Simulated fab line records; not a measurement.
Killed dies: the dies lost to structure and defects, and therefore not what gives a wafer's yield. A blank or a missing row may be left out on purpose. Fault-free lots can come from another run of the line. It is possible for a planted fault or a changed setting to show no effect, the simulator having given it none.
The tool behind it: which one? + flow rit-cmos + 14 lots with 42 wafers sampled at 5 steps, on a route of 202 steps

WHAT THE GAUGES SHOWED, per wafer
RIT_REOX_THK_MEAS_04. Usual: REOX_OXIDE_THK typically reads 24.9 nm, with standard deviation 0.4.
| lot  | measured    | on            | REOX_OXIDE_THK (nm) | flag |
|------|-------------|---------------|---------------------|------|
| L270 | day 2 20:36 | film-metro-04 | 25.1 25.1 25.3      |      |
| L272 | day 3 07:25 | film-metro-01 | 25.1 24.7 24.6      |      |
| L273 | day 3 09:07 | film-metro-01 | 25.1 24.5 25.0      |      |
| L275 | day 3 20:55 | film-metro-03 | 25.0 25.1 25.1      |      |
| L276 | day 4 00:17 | film-metro-04 | 25.3 24.4 24.6      |      |
| L277 | day 4 04:20 | film-metro-04 | 24.8 24.1 24.6      |      |
| L278 | day 4 10:44 | film-metro-03 | 25.2 25.5 25.0      |      |
| L279 | day 4 13:45 | film-metro-04 | 24.9 24.3 24.3      |      |
| L284 | day 5 16:25 | film-metro-04 | 25.3 25.2 25.5      |      |
| L285 | day 5 20:18 | film-metro-01 | 25.8 25.6 25.8      |      |
| L287 | day 6 04:31 | film-metro-01 | 25.4 25.7 25.5      |      |
| L288 | day 6 15:46 | film-metro-04 | 25.2 25.0 24.8      |      |
| L291 | day 7 01:40 | film-metro-03 | 24.7 25.0 24.7      |      |
| L293 | day 7 12:01 | film-metro-04 | 24.2 24.3 24.2      |      |

RIT_CONTACT_CD_MEAS_08: the cd target is 1000 nm. Usual: cd-nm 1000.1 nm, standard deviation 2.3.
| lot  | measured    | on        | cd-nm (nm)           | flag |
|------|-------------|-----------|----------------------|------|
| L270 | day 3 07:29 | cd-sem-02 | 1002.9 1001.9 1002.5 |      |
| L272 | day 3 18:53 | cd-sem-02 | 1000.5 999.6 1002.1  |      |
| L273 | day 3 20:17 | cd-sem-02 | 1001.8 1001.6 1001.6 |      |
| L275 | day 4 08:16 | cd-sem-02 | 1001.2 1001.4 998.8  |      |
| L276 | day 4 11:21 | cd-sem-01 | 999.5 998.6 999.4    |      |
| L277 | day 4 15:32 | cd-sem-02 | 998.2 998.4 1000.6   |      |
| L278 | day 4 22:01 | cd-sem-01 | - - -                | OFF  |
| L279 | day 5 01:13 | cd-sem-01 | - - -                | OFF  |
| L284 | day 6 04:02 | cd-sem-02 | 1002.9 1002.6 1000.7 |      |
| L285 | day 6 07:22 | cd-sem-01 | 997.2 996.9 995.2    |      |
| L287 | day 6 15:33 | cd-sem-02 | 999.6 1001.2 998.0   |      |
| L288 | day 7 03:20 | cd-sem-02 | 997.3 997.9 997.9    |      |
| L291 | day 7 12:53 | cd-sem-01 | 1000.6 1000.5 998.5  |      |
| L293 | day 7 23:50 | cd-sem-01 | 1003.7 1003.7 1004.9 |      |

RIT_M1_OVL_MEAS_10. Usual: M1_OVL typically reads 0.7 nm, with standard deviation 1.3.
| lot  | measured    | on         | M1_OVL (nm)    | flag |
|------|-------------|------------|----------------|------|
| L270 | day 3 10:25 | overlay-02 | -0.3 -0.9 -1.1 |      |
| L272 | day 3 21:37 | overlay-02 | -2.1 -0.6 1.2  |      |
| L273 | day 3 22:53 | overlay-02 | -0.3 -0.6 -2.0 |      |
| L275 | day 4 11:12 | overlay-01 | 0.5 0.0 2.0    |      |
| L276 | day 4 14:16 | overlay-02 | -1.7 -0.5 -2.0 |      |
| L277 | day 4 18:20 | overlay-02 | 0.9 1.3 -0.2   |      |
| L284 | day 6 06:47 | overlay-01 | 1.7 0.7 0.6    |      |
| L285 | day 6 10:07 | overlay-01 | 0.8 2.5 3.0    |      |
| L287 | day 6 18:17 | overlay-01 | 2.7 2.3 2.3    |      |
| L288 | day 7 06:08 | overlay-01 | 0.5 3.4 0.9    |      |
| L291 | day 7 15:31 | overlay-02 | -1.1 0.6 2.0   |      |
| L293 | day 8 02:28 | overlay-01 | -0.9 -2.9 -0.6 |      |

EACH LOT AND THE TOOL THAT RAN IT (in order: tool; ch and the chambers of the sampled wafers; start)
| lot  | RIT_PLDD_STRIP_09                   | RIT_CONTACT_COAT_03              |
|------|-------------------------------------|----------------------------------|
| L270 | plasma-asher-01 ch 0, day 2 23:16   | litho-track-01 ch 0, day 3 06:40 |
| L272 | plasma-asher-01 ch 0,1, day 3 10:24 | litho-track-03 ch 0, day 3 17:57 |
| L273 | plasma-asher-01 ch 0,1, day 3 12:01 | litho-track-01 ch 0, day 3 19:28 |
| L275 | plasma-asher-04 ch 0,1, day 3 23:45 | litho-track-01 ch 0, day 4 07:19 |
| L276 | plasma-asher-03 ch 0,1, day 4 03:05 | litho-track-02 ch 0, day 4 10:31 |
| L277 | plasma-asher-03 ch 0,1, day 4 07:07 | litho-track-03 ch 0, day 4 14:44 |
| L278 | plasma-asher-03 ch 1, day 4 13:33   | litho-track-01, day 4 20:58      |
| L279 | plasma-asher-01 ch 0,1, day 4 16:36 | litho-track-02, day 5 00:09      |
| L284 | plasma-asher-01 ch 0,1, day 5 19:24 | litho-track-03 ch 0, day 6 03:06 |
| L285 | plasma-asher-04 ch 0,1, day 5 23:02 | litho-track-02 ch 0, day 6 06:34 |
| L287 | plasma-asher-03 ch 0,1, day 6 07:26 | litho-track-01 ch 0, day 6 14:44 |
| L288 | plasma-asher-01 ch 0,1, day 6 18:52 | litho-track-03 ch 0, day 7 02:23 |
| L291 | plasma-asher-03 ch 0,1, day 7 04:35 | litho-track-01 ch 0, day 7 12:05 |
| L293 | plasma-asher-03 ch 0, day 7 14:47   | litho-track-02 ch 0, day 7 23:02 |
- RIT_PLDD_STRIP_09: strips in O2, time 180 s.
- RIT_CONTACT_COAT_03: resist thk 1000 nm.

WHAT THE TOOLS THEMSELVES READ (means of the sampled wafers that have a number; where no wafer has one, the mark that the record gives instead)
RIT_PLDD_STRIP_09. Usual: chamber-pressure-mTorr 4000 mTorr, standard deviation 3.7; drypump-motor-current-A 5.4 A, standard deviation 0.46.
| lot  | tool            | chamber-pressure-mTorr (mTorr) | drypump-motor-current-A (A) | flag |
|------|-----------------|--------------------------------|-----------------------------|------|
| L270 | plasma-asher-01 | 4000                           | 4.8                         |      |
| L272 | plasma-asher-01 | 3998                           | 5.5                         |      |
| L273 | plasma-asher-01 | 4004                           | 5.5                         |      |
| L275 | plasma-asher-04 | 3999                           | 5.7                         |      |
| L276 | plasma-asher-03 | 4002                           | 5.4                         |      |
| L277 | plasma-asher-03 | 4002                           | 5.1                         |      |
| L278 | plasma-asher-03 | 4000                           | 5.8                         |      |
| L279 | plasma-asher-01 | 4000                           | 5.5                         |      |
| L284 | plasma-asher-01 | 4001                           | 5.2                         |      |
| L285 | plasma-asher-04 | 4002                           | 5.7                         |      |
| L287 | plasma-asher-03 | 4004                           | 5.4                         |      |
| L288 | plasma-asher-01 | 4000                           | 5.2                         |      |
| L291 | plasma-asher-03 | 4001                           | 5.1                         |      |
| L293 | plasma-asher-03 | 3999                           | 4.8                         |      |

RIT_CONTACT_COAT_03. Usual: chill-plate-temp-C 22.99 C, standard deviation 0.1; dispense-pressure-kPa 51.5 kPa, standard deviation 2.6; exhaust-pa 44.8 Pa, standard deviation 0.74.
| lot  | tool           | chill-plate-temp-C (C) | dispense-pressure-kPa (kPa) | exhaust-pa (Pa) | flag |
|------|----------------|------------------------|-----------------------------|-----------------|------|
| L270 | litho-track-01 | 22.79                  | 50.3                        | 45.4            |      |
| L272 | litho-track-03 | 22.96                  | 55.5                        | 44.5            |      |
| L273 | litho-track-01 | 23.14                  | 50.2                        | 43.8            |      |
| L275 | litho-track-01 | 23.03                  | 50.3                        | 45.1            |      |
| L276 | litho-track-02 | 23.05                  | 49.5                        | 45.1            |      |
| L277 | litho-track-03 | 23.04                  | 55.5                        | 44.9            |      |
| L278 | litho-track-01 | -                      | -                           | -               | OFF  |
| L279 | litho-track-02 | -                      | -                           | -               | OFF  |
| L284 | litho-track-03 | 22.91                  | 55.5                        | 45.8            |      |
| L285 | litho-track-02 | 22.85                  | 49.6                        | 44.6            |      |
| L287 | litho-track-01 | 23.01                  | 50.3                        | 44.6            |      |
| L288 | litho-track-03 | 22.89                  | 55.5                        | 44.8            |      |
| L291 | litho-track-01 | 22.98                  | 50.3                        | 45.3            |      |
| L293 | litho-track-02 | 23.07                  | 49.6                        | 45.4            |      |

THE ANSWER, worked out from the rows above alone
Rule: take the mean of a lot's wafers that have a number; if it is more than 3 standard deviations from the usual mean, the lot is off. A lot without any number at a reading at which 4 lots or more have one is off too. The other lots that the step has rows for count as sound. After the gauges, taken in route order, come the tools' own readings; for these a lot's mean is taken, as printed above. The first step at which some lot is off is used, and at that step the reading that is off furthest; a lot without a number counts as furthest.
Off at RIT_CONTACT_CD_MEAS_08 (cd-nm): L278, L279. Without a number there: L278, L279.
A tool fits if, at a process step before that reading, it ran every lot that is off, and no sound lot after the first of them. Not tried: the gauges at RIT_CONTACT_CD_MEAS_08; whatever is off there is also off at RIT_CONTACT_COAT_03, on other tools, and gauge error can't account for it. No candidate that was tried fits.

WHAT WAS PUT IN BY THE SIMULATOR
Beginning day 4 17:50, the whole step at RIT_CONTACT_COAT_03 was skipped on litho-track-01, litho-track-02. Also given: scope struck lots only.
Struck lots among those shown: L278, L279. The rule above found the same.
